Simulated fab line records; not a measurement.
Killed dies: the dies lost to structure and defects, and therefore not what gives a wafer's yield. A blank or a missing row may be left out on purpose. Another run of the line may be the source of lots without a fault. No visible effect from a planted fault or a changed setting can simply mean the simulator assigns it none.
fab line records	flow berkeley_cmos170	part 1 of 2: steps 1 to 25 of 34
record: lots: 5	wafers: 15	last_day: 12
route steps=331 shown GATE@142 PLDD@145 NLDD@158 SPACER@171 PSD@175
lots that met no fault: taken from a fault-free run of the same line
start_h: hours from the record's first day to the start of the lot's first wafer shown	wait_h: how many hours have passed since the lot's step before this one	" as in the row above	L1.1+2: a single row standing in for several wafers	- value missing, or start not given	* or withheld: withheld	< > ~ a bound
route shown NAME@n: NAME is a module with steps in the file, n the number in the route of the first one	usual: mean and standard deviation over wafers with no fault	same: alike in all rows	chamber/n: place in a boat	sites: readings site by site	_std_site: how widely they spread, as a standard deviation	_edge_site: the outer-site mean with the inner-site mean subtracted	radius_mm: for every site, how far away it sits from the centre of the wafer	mask NAME#n: copy n	behind: the most recent tool/chamber to have shaped the wafer	hold: why the lot was held/for how many hours/how that ended	device: names the non-switching transistor (n, p or np)	end of line: the route-end tests of the same wafers	where a step has no rows: the recipe by itself	killed: not the wafer's yield, but the dies lost to structure and defects at the first sort	map: dies across one wafer; x = killed, . = not, _ = none there
set.NAME: the setting that was run; set.NAME@STEP: the one run at that earlier step	model.NAME: the simulator's own value behind a step, which no gauge read
a table for each step, a row for each wafer; lots at some steps of the route
services: the hour from which a tool's chamber was out of use, counted from the record's first day as start_h (under 0 if before that day), plus the number of hours and why
== steps ==
step: UCB170_GATE_STRIP_16
recipe: chemistry: O2	power_w: 400	pressure_mtorr: 3500	platen_temp_c: withheld	o2_flow_sccm: 400	overash_fraction: 0.5
usual: drypump_motor_current_A: 6.0/0.5	oes_product_au: 0.724/0.0041
lot.wafer	tool	chamber	start_h	wait_h	drypump_motor_current_A	oes_product_au	rf_hours_counter_h
L076.1	plasma_asher-02	1	170.26	0.0	5.2	0.722	39
L076.5	"	1	"	"	5.2	0.726	-
L076.6	"	0	"	"	6.4	0.721	-
L074.2	plasma_asher-04	0	170.38	0.0	5.9	0.723	6
L074.4	"	0	"	"	5.9	0.731	-
L074.6	"	1	"	"	5.9	0.725	-
L083.3	plasma_asher-04	0	217.72	0.1	5.9	0.719	-
L083.4	"	1	"	"	5.9	0.723	-
L083.6	"	1	"	"	5.9	0.727	-
L084.1	plasma_asher-02	1	217.93	0.0	5.2	0.725	43
L084.3	"	0	"	"	6.4	0.718	-
L084.6	"	0	"	"	6.4	0.729	-
L090.1	plasma_asher-01	1	240.90	0.0	6.6	0.719	52
L090.3	"	0	"	"	6.4	0.722	-
L090.4	"	1	"	"	6.6	0.727	-
step: UCB170_GATE_CD_MEAS_90
recipe: target_cd_nm: 350
usual: cd_nm: 350.0/1.5
lot.wafer	tool	chamber	start_h	wait_h	cd_nm
L076.1	cd_sem-01	-	170.36	0.1	350.5
L076.5	"	-	"	"	352.5
L076.6	"	-	"	"	352.1
L074.2	cd_sem-02	-	170.50	0.1	350.6
L074.4	"	-	"	"	351.3
L074.6	"	-	"	"	351.3
L083.3	cd_sem-01	-	217.82	0.1	350.3
L083.4	"	-	"	"	349.5
L083.6	"	-	"	"	350.1
L084.1	cd_sem-02	-	218.03	0.1	348.9
L084.3	"	-	"	"	348.1
L084.6	"	-	"	"	346.8
L090.1	cd_sem-02	-	241.00	0.1	349.3
L090.3	"	-	"	"	349.3
L090.4	"	-	"	"	348.4
step: UCB170_GATE_CLEAN_17
recipe: chemistry: SPM	temp_c: 120	time_s: 600
usual: bath_heat_duty_pct: 13.5/1.5
lot.wafer	tool	chamber	start_h	wait_h	bath_heat_duty_pct
L076.1	wet_bench-02	2	170.48	0.1	13.0
L076.5	"	2	"	"	14.0
L076.6	"	2	"	"	13.6
L074.2	wet_bench-03	2	170.60	0.1	13.0
L074.4	"	2	"	"	13.7
L074.6	"	2	"	"	14.2
L083.3	wet_bench-03	3	217.90	0.1	11.1
L083.4	"	3	"	"	10.7
L083.6	"	3	"	"	12.6
L084.1	wet_bench-03	3	218.15	0.1	11.5
L084.3	"	3	"	"	12.6
L084.6	"	3	"	"	11.0
L090.1	wet_bench-01	2	241.12	0.1	15.0
L090.3	"	2	"	"	15.4
L090.4	"	2	"	"	15.8
step: UCB170_PLDD_HMDS_00
recipe: prime_time_s: 60	prime_temp_c: 100
usual: chill_plate_temp_C: 23.01/0.1
lot.wafer	tool	chamber	start_h	wait_h	chill_plate_temp_C
L076.1	litho_track-04	0	170.66	0.0	22.95
L076.5	"	0	"	"	22.86
L076.6	"	0	"	"	22.87
L074.2	litho_track-03	0	170.89	0.1	23.20
L074.4	"	0	"	"	23.00
L074.6	"	0	"	"	23.03
L083.3	litho_track-04	0	218.13	0.1	22.93
L083.4	"	0	"	"	22.96
L083.6	"	0	"	"	22.96
L084.1	litho_track-03	0	218.32	0.0	23.02
L084.3	"	0	"	"	23.01
L084.6	"	0	"	"	23.22
L090.1	litho_track-02	0	241.29	0.0	23.05
L090.3	"	0	"	"	23.17
L090.4	"	0	"	"	23.02
step: UCB170_PLDD_COAT_01
recipe: resist: KrF	spin_rpm: 1500	resist_thk_nm: 886.4
usual: chill_plate_temp_C: 23.00/0.11
lot.wafer	tool	chamber	start_h	wait_h	chill_plate_temp_C
L076.1	litho_track-04	0	170.81	0.1	23.05
L076.5	"	0	"	"	23.07
L076.6	"	0	"	"	22.94
L074.2	litho_track-03	0	171.04	0.1	22.93
L074.4	"	0	"	"	23.06
L074.6	"	0	"	"	22.95
L083.3	litho_track-04	0	218.28	0.1	22.99
L083.4	"	0	"	"	22.90
L083.6	"	0	"	"	23.05
L084.1	litho_track-03	0	218.47	0.1	22.90
L084.3	"	0	"	"	23.05
L084.6	"	0	"	"	22.91
L090.1	litho_track-02	0	241.44	0.1	22.94
L090.3	"	0	"	"	23.13
L090.4	"	0	"	"	23.11
step: UCB170_PLDD_SOFTBAKE_02
recipe: resist: KrF	temp_c: 130	time_s: 60
usual: chill_plate_temp_C: 23.03/0.11
lot.wafer	tool	chamber	start_h	wait_h	chill_plate_temp_C
L076.1	litho_track-04	0	170.96	0.1	23.01
L076.5	"	0	"	"	23.04
L076.6	"	0	"	"	22.95
L074.2	litho_track-03	0	171.19	0.1	22.97
L074.4	"	0	"	"	22.98
L074.6	"	0	"	"	23.02
L083.3	litho_track-04	0	218.43	0.1	23.12
L083.4	"	0	"	"	23.29
L083.6	"	0	"	"	23.14
L084.1	litho_track-03	0	218.62	0.1	23.20
L084.3	"	0	"	"	23.03
L084.6	"	0	"	"	23.12
L090.1	litho_track-02	0	241.59	0.1	23.04
L090.3	"	0	"	"	23.14
L090.4	"	0	"	"	23.14
step: UCB170_PLDD_EXPOSE_03
recipe: mask_id: PSELECT	na: 0.5	sigma_outer: 0.6	source_shape: conventional	target_cd_nm: 1200	dose_mj: 30
usual: reticle_temp_C: 22.98/0.11
same: na: 0.5
lot.wafer	tool	chamber	start_h	wait_h	mask	reticle_temp_C
L076.1	krf_scanner-02	0	171.36	0.4	PSELECT#0	22.88
L076.5	"	0	"	"	PSELECT#0	23.06
L076.6	"	0	"	"	PSELECT#0	23.11
L074.2	krf_scanner-01	0	171.62	0.4	PSELECT#0	23.05
L074.4	"	0	"	"	PSELECT#0	22.88
L074.6	"	0	"	"	PSELECT#0	22.88
L083.3	krf_scanner-02	0	218.57	0.1	PSELECT#0	22.92
L083.4	"	0	"	"	PSELECT#0	23.02
L083.6	"	0	"	"	PSELECT#0	23.13
L084.1	krf_scanner-01	0	218.90	0.2	PSELECT#0	23.01
L084.3	"	0	"	"	PSELECT#0	23.09
L084.6	"	0	"	"	PSELECT#0	23.10
L090.1	krf_scanner-01	0	-	-	PSELECT#0	22.93
L090.3	"	0	"	"	PSELECT#0	23.00
L090.4	"	0	"	"	PSELECT#0	23.02
step: UCB170_PLDD_PEB_04
recipe: peb_temp_c: 130	peb_time_s: withheld	resist: KrF
usual: chill_plate_temp_C: 23.01/0.12
lot.wafer	tool	chamber	start_h	wait_h	chill_plate_temp_C
L076.1	litho_track-02	0	171.51	0.1	22.92
L076.5	"	0	"	"	22.86
L076.6	"	0	"	"	23.00
L074.2	litho_track-02	0	171.81	0.2	23.00
L074.4	"	0	"	"	22.99
L074.6	"	0	"	"	22.86
L083.3	litho_track-04	0	218.70	0.1	22.85
L083.4	"	0	"	"	22.89
L083.6	"	0	"	"	22.96
L084.1	litho_track-02	0	219.01	0.1	22.93
L084.3	"	0	"	"	22.92
L084.6	"	0	"	"	22.87
L090.1	litho_track-02	0	-	-	23.20
L090.3	"	0	"	"	23.10
L090.4	"	0	"	"	22.91
step: UCB170_PLDD_DEVELOP_05
recipe: developer: TMAH	develop_time_s: 45	resist: KrF	dev_temp_c: 21
usual: chill_plate_temp_C: 23.00/0.11
lot.wafer	tool	chamber	start_h	wait_h	chill_plate_temp_C
L076.1	litho_track-02	0	-	-	22.88
L076.5	"	0	"	"	22.85
L076.6	"	0	"	"	23.00
L074.2	litho_track-02	0	-	-	23.13
L074.4	"	0	"	"	23.02
L074.6	"	0	"	"	23.06
L083.3	litho_track-04	0	-	-	23.16
L083.4	"	0	"	"	22.85
L083.6	"	0	"	"	22.85
L084.1	litho_track-02	0	-	-	22.89
L084.3	"	0	"	"	22.95
L084.6	"	0	"	"	22.86
L090.1	litho_track-02	0	-	-	22.86
L090.3	"	0	"	"	22.95
L090.4	"	0	"	"	22.89
step: UCB170_PLDD_CD_MEAS_06
recipe: target_cd_nm: 1200
usual: cd_nm: 1199.7/1.4
lot.wafer	tool	chamber	start_h	wait_h	cd_nm
L076.1	cd_sem-02	-	171.78	-	1201.0
L076.5	"	-	"	"	1201.6
L076.6	"	-	"	"	1200.0
L074.2	cd_sem-02	-	172.09	-	1196.5
L074.4	"	-	"	"	1197.3
L074.6	"	-	"	"	1198.1
L083.3	cd_sem-01	-	218.96	-	1196.7
L083.4	"	-	"	"	1198.6
L083.6	"	-	"	"	1196.7
L084.1	cd_sem-02	-	219.29	-	1201.7
L084.3	"	-	"	"	1202.3
L084.6	"	-	"	"	1201.3
L090.1	cd_sem-02	-	243.37	-	1198.0
L090.3	"	-	"	"	1198.9
L090.4	"	-	"	"	1198.9
step: UCB170_PLDD_OVL_MEAS_07
usual: PLDD_OVL: -4/5
lot.wafer	tool	chamber	start_h	wait_h	PLDD_OVL[nm]
L076.1	overlay-01	-	171.90	0.1	-1
L076.5	"	-	"	"	-6
L076.6	"	-	"	"	-2
L074.2	overlay-01	-	172.19	0.1	-9
L074.4	"	-	"	"	-8
L074.6	"	-	"	"	-2
L083.3	overlay-02	-	219.05	0.1	-2
L083.4	"	-	"	"	-7
L083.6	"	-	"	"	-8
L084.1	overlay-01	-	219.41	0.1	-13
L084.3	"	-	"	"	-8
L084.6	"	-	"	"	-4
L090.1	overlay-02	-	243.49	0.1	-5
L090.3	"	-	"	"	-11
L090.4	"	-	"	"	-2
step: UCB170_PLDD_IMPLANT_08
recipe: species: BF2	dose_cm2: 5e+13	energy_kev: 10	tilt_deg: 7	rotation_deg: 0
usual: rotation_deg: 0.001/0.021
lot.wafer	tool	chamber	start_h	wait_h	rotation_deg
L076.1	implanter-04	0	171.94	0.0	0.040
L076.5	"	0	"	"	0.017
L076.6	"	0	"	"	-0.002
L074.2	implanter-01	0	172.25	0.0	0.019
L074.4	"	0	"	"	0.010
L074.6	"	0	"	"	0.006
L083.3	implanter-01	0	219.13	0.1	0.035
L083.4	"	0	"	"	0.030
L083.6	"	0	"	"	0.016
L084.1	implanter-04	0	219.44	0.0	0.005
L084.3	"	0	"	"	0.007
L084.6	"	0	"	"	-0.012
L090.1	implanter-01	0	243.52	0.0	0.002
L090.3	"	0	"	"	0.025
L090.4	"	0	"	"	0.021
step: UCB170_PLDD_IMPLANT_09
recipe: species: BF2	dose_cm2: 5e+13	energy_kev: 10	tilt_deg: 7	rotation_deg: 180
usual: rotation_deg: 180.00/0.029
lot.wafer	tool	chamber	start_h	wait_h	rotation_deg
L076.1	implanter-04	0	172.09	0.1	180.02
L076.5	"	0	"	"	180.01
L076.6	"	0	"	"	180.02
L074.2	implanter-01	0	172.40	0.1	180.02
L074.4	"	0	"	"	180.00
L074.6	"	0	"	"	179.99
L083.3	implanter-01	0	219.28	0.1	180.04
L083.4	"	0	"	"	180.00
L083.6	"	0	"	"	179.95
L084.1	implanter-04	0	219.59	0.1	180.00
L084.3	"	0	"	"	180.00
L084.6	"	0	"	"	180.03
L090.1	implanter-01	0	243.67	0.1	180.04
L090.3	"	0	"	"	179.98
L090.4	"	0	"	"	180.01
step: UCB170_PLDD_STRIP_10
recipe: chemistry: O2	power_w: 400	pressure_mtorr: 3500	platen_temp_c: withheld	o2_flow_sccm: 400	overash_fraction: 0.5
usual: drypump_motor_current_A: 5.7/0.44	oes_product_au: 0.734/0.0041	strip_time_to_endpoint_s: 21.27/0.054
lot.wafer	tool	chamber	start_h	wait_h	drypump_motor_current_A	oes_product_au	rf_hours_counter_h	strip_time_to_endpoint_s
L076.1	plasma_asher-04	1	172.24	0.1	5.8	0.731	6	21.21
L076.5	"	0	"	"	5.9	0.732	-	21.17
L076.6	"	1	"	"	5.8	0.730	-	21.26
L074.2	plasma_asher-02	1	172.52	0.1	5.2	0.734	39	21.28
L074.4	"	0	"	"	6.4	0.729	-	21.34
L074.6	"	0	"	"	6.4	0.739	-	21.31
L083.3	plasma_asher-03	1	219.41	0.1	5.6	0.731	-	21.31
L083.4	"	0	"	"	5.1	0.732	-	21.34
L083.6	"	1	"	"	5.6	0.737	-	21.36
L084.1	plasma_asher-04	1	219.74	0.1	5.9	0.738	10	21.31
L084.3	"	0	"	"	5.9	0.731	-	21.36
L084.6	"	0	"	"	5.9	0.739	-	21.23
L090.1	plasma_asher-02	0	243.82	0.1	6.4	0.734	46	21.22
L090.3	"	0	"	"	6.5	0.728	-	21.20
L090.4	"	1	"	"	5.2	0.731	-	21.24
step: UCB170_PLDD_TW_MEAS_11
usual: PLDD_TW: 1012/6.7
lot.wafer	tool	chamber	start_h	wait_h	PLDD_TW
L076.1	film_metro-04	-	172.34	0.1	1026
L076.5	"	-	"	"	1026
L076.6	"	-	"	"	1019
L074.2	film_metro-03	-	172.63	0.1	1009
L074.4	"	-	"	"	1011
L074.6	"	-	"	"	1010
L083.3	film_metro-01	-	219.50	0.1	1006
L083.4	"	-	"	"	1006
L083.6	"	-	"	"	1011
L084.1	film_metro-03	-	219.84	0.1	1005
L084.3	"	-	"	"	1009
L084.6	"	-	"	"	1013
L090.1	film_metro-01	-	243.92	0.1	1006
L090.3	"	-	"	"	999
L090.4	"	-	"	"	999
step: UCB170_PLDD_CLEAN_12
recipe: chemistry: SPM	temp_c: 120	time_s: 600
usual: bath_heat_duty_pct: 13.4/1.2
lot.wafer	tool	chamber	start_h	wait_h	bath_heat_duty_pct
L076.1	wet_bench-04	2	172.40	0.1	12.2
L076.5	"	2	"	"	13.5
L076.6	"	2	"	"	13.9
L074.2	wet_bench-02	2	172.68	0.0	14.0
L074.4	"	2	"	"	12.0
L074.6	"	2	"	"	14.7
L083.3	wet_bench-04	0	219.54	0.0	12.2
L083.4	"	0	"	"	14.3
L083.6	"	0	"	"	13.8
L084.1	wet_bench-02	2	219.90	0.1	12.9
L084.3	"	2	"	"	13.4
L084.6	"	2	"	"	13.2
L090.1	wet_bench-02	0	243.98	0.1	13.5
L090.3	"	0	"	"	12.9
L090.4	"	0	"	"	12.5
step: UCB170_NLDD_HMDS_00
recipe: prime_time_s: 60	prime_temp_c: 100
usual: chill_plate_temp_C: 23.01/0.11
lot.wafer	tool	chamber	start_h	wait_h	chill_plate_temp_C
L076.1	litho_track-03	0	172.75	0.2	23.12
L076.5	"	0	"	"	23.15
L076.6	"	0	"	"	22.97
L074.2	litho_track-04	0	173.21	0.3	22.93
L074.4	"	0	"	"	23.10
L074.6	"	0	"	"	23.07
L083.3	litho_track-04	0	220.41	0.7	23.00
L083.4	"	0	"	"	23.13
L083.6	"	0	"	"	23.08
L084.1	litho_track-03	0	220.53	0.5	22.97
L084.3	"	0	"	"	22.96
L084.6	"	0	"	"	22.87
L090.1	litho_track-03	0	244.90	0.7	22.90
L090.3	"	0	"	"	22.92
L090.4	"	0	"	"	23.00
step: UCB170_NLDD_COAT_01
recipe: resist: KrF	spin_rpm: 1500	resist_thk_nm: 900
usual: chill_plate_temp_C: 23.00/0.11
lot.wafer	tool	chamber	start_h	wait_h	chill_plate_temp_C
L076.1	litho_track-03	0	172.90	0.1	22.99
L076.5	"	0	"	"	23.10
L076.6	"	0	"	"	23.04
L074.2	litho_track-04	0	173.36	0.1	22.99
L074.4	"	0	"	"	22.86
L074.6	"	0	"	"	22.89
L083.3	litho_track-04	0	220.56	0.1	23.02
L083.4	"	0	"	"	23.11
L083.6	"	0	"	"	23.24
L084.1	litho_track-03	0	220.68	0.1	23.11
L084.3	"	0	"	"	23.31
L084.6	"	0	"	"	23.35
L090.1	litho_track-03	0	245.05	0.1	23.07
L090.3	"	0	"	"	22.94
L090.4	"	0	"	"	23.11
step: UCB170_NLDD_SOFTBAKE_02
recipe: resist: KrF	temp_c: 130	time_s: 60
usual: chill_plate_temp_C: 23.02/0.1
lot.wafer	tool	chamber	start_h	wait_h	chill_plate_temp_C
L076.1	litho_track-03	0	173.05	0.1	23.09
L076.5	"	0	"	"	23.11
L076.6	"	0	"	"	23.08
L074.2	litho_track-04	0	173.51	0.1	22.98
L074.4	"	0	"	"	22.90
L074.6	"	0	"	"	23.01
L083.3	litho_track-04	0	220.71	0.1	22.96
L083.4	"	0	"	"	23.00
L083.6	"	0	"	"	23.13
L084.1	litho_track-03	0	220.83	0.1	22.89
L084.3	"	0	"	"	22.92
L084.6	"	0	"	"	23.07
L090.1	litho_track-03	0	245.20	0.1	22.98
L090.3	"	0	"	"	22.84
L090.4	"	0	"	"	23.02
step: UCB170_NLDD_EXPOSE_03
recipe: mask_id: NSELECT	na: 0.5	sigma_outer: 0.6	source_shape: conventional	target_cd_nm: 1200	dose_mj: 30
usual: reticle_temp_C: 23.01/0.096
same: na: 0.5
lot.wafer	tool	chamber	start_h	wait_h	mask	reticle_temp_C
L076.1	krf_scanner-02	0	173.32	0.2	NSELECT#0	22.99
L076.5	"	0	"	"	NSELECT#0	23.09
L076.6	"	0	"	"	NSELECT#0	23.07
L074.2	krf_scanner-02	0	173.65	0.1	NSELECT#0	22.85
L074.4	"	0	"	"	NSELECT#0	22.86
L074.6	"	0	"	"	NSELECT#0	22.91
L083.3	krf_scanner-01	0	220.85	0.1	NSELECT#0	22.89
L083.4	"	0	"	"	NSELECT#0	23.04
L083.6	"	0	"	"	NSELECT#0	23.05
L084.1	krf_scanner-01	0	220.98	0.1	NSELECT#0	23.06
L084.3	"	0	"	"	NSELECT#0	23.09
L084.6	"	0	"	"	NSELECT#0	23.11
L090.1	krf_scanner-02	0	245.48	0.2	NSELECT#0	22.93
L090.3	"	0	"	"	NSELECT#0	23.04
L090.4	"	0	"	"	NSELECT#0	22.99
step: UCB170_NLDD_PEB_04
recipe: peb_temp_c: 130	peb_time_s: withheld	resist: KrF
usual: chill_plate_temp_C: 22.99/0.1
lot.wafer	tool	chamber	start_h	wait_h	chill_plate_temp_C
L076.1	litho_track-03	0	173.47	0.1	23.21
L076.5	"	0	"	"	23.01
L076.6	"	0	"	"	23.17
L074.2	litho_track-03	0	173.77	0.1	23.06
L074.4	"	0	"	"	22.96
L074.6	"	0	"	"	23.01
L083.3	litho_track-03	0	221.76	0.9	23.17
L083.4	"	0	"	"	23.06
L083.6	"	0	"	"	23.20
L084.1	litho_track-01	0	221.81	0.8	23.05
L084.3	"	0	"	"	23.03
L084.6	"	0	"	"	22.96
L090.1	litho_track-04	0	245.78	0.3	22.93
L090.3	"	0	"	"	22.89
L090.4	"	0	"	"	23.03
step: UCB170_NLDD_DEVELOP_05
recipe: developer: TMAH	develop_time_s: 45	resist: KrF	dev_temp_c: 21
usual: chill_plate_temp_C: 22.99/0.1
lot.wafer	tool	chamber	start_h	wait_h	chill_plate_temp_C
L076.1	litho_track-03	0	-	-	23.05
L076.5	"	0	"	"	23.01
L076.6	"	0	"	"	23.00
L074.2	litho_track-03	0	-	-	23.16
L074.4	"	0	"	"	22.94
L074.6	"	0	"	"	23.11
L083.3	litho_track-03	0	-	-	22.97
L083.4	"	0	"	"	22.92
L083.6	"	0	"	"	22.74
L084.1	litho_track-01	0	-	-	22.98
L084.3	"	0	"	"	22.94
L084.6	"	0	"	"	23.02
L090.1	litho_track-04	0	-	-	22.99
L090.3	"	0	"	"	22.92
L090.4	"	0	"	"	23.01
step: UCB170_NLDD_CD_MEAS_06
recipe: target_cd_nm: 1200
usual: cd_nm: 1200.0/1.7
lot.wafer	tool	chamber	start_h	wait_h	cd_nm
L076.1	cd_sem-01	-	173.75	-	1199.6
L076.5	"	-	"	"	1200.3
L076.6	"	-	"	"	1200.2
L074.2	cd_sem-01	-	174.04	-	1204.2
L074.4	"	-	"	"	1206.0
L074.6	"	-	"	"	1203.6
L083.3	cd_sem-02	-	222.02	-	1201.7
L083.4	"	-	"	"	1201.6
L083.6	"	-	"	"	1202.1
L084.1	cd_sem-01	-	222.08	-	1201.9
L084.3	"	-	"	"	1201.4
L084.6	"	-	"	"	1200.2
L090.1	cd_sem-02	-	246.06	-	1197.7
L090.3	"	-	"	"	1198.2
L090.4	"	-	"	"	1197.1
step: UCB170_NLDD_OVL_MEAS_07
usual: NLDD_OVL: -3/5.6
lot.wafer	tool	chamber	start_h	wait_h	NLDD_OVL[nm]
L076.1	overlay-01	-	173.87	0.1	10
L076.5	"	-	"	"	2
L076.6	"	-	"	"	4
L074.2	overlay-01	-	174.15	0.1	-7
L074.4	"	-	"	"	-6
L074.6	"	-	"	"	-10
L083.3	overlay-01	-	222.11	0.1	-4
L083.4	"	-	"	"	4
L083.6	"	-	"	"	-6
L084.1	overlay-01	-	222.20	0.1	5
L084.3	"	-	"	"	-1
L084.6	"	-	"	"	1
L090.1	overlay-02	-	246.18	0.1	-2
L090.3	"	-	"	"	-1
L090.4	"	-	"	"	-8
step: UCB170_NLDD_IMPLANT_08
recipe: species: As	dose_cm2: 5e+13	energy_kev: 30	tilt_deg: 7	rotation_deg: 0
usual: rotation_deg: -0.002/0.019
lot.wafer	tool	chamber	start_h	wait_h	rotation_deg
L076.1	implanter-04	0	173.90	0.0	0.013
L076.5	"	0	"	"	0.018
L076.6	"	0	"	"	-0.020
L074.2	implanter-03	0	174.20	0.0	0.007
L074.4	"	0	"	"	0.004
L074.6	"	0	"	"	0.019
L083.3	implanter-04	0	222.20	0.1	0.022
L083.4	"	0	"	"	0.025
L083.6	"	0	"	"	0.015
L084.1	implanter-03	0	222.24	0.0	0.016
L084.3	"	0	"	"	0.039
L084.6	"	0	"	"	0.025
L090.1	implanter-04	0	246.21	0.0	0.041
L090.3	"	0	"	"	0.038
L090.4	"	0	"	"	0.011
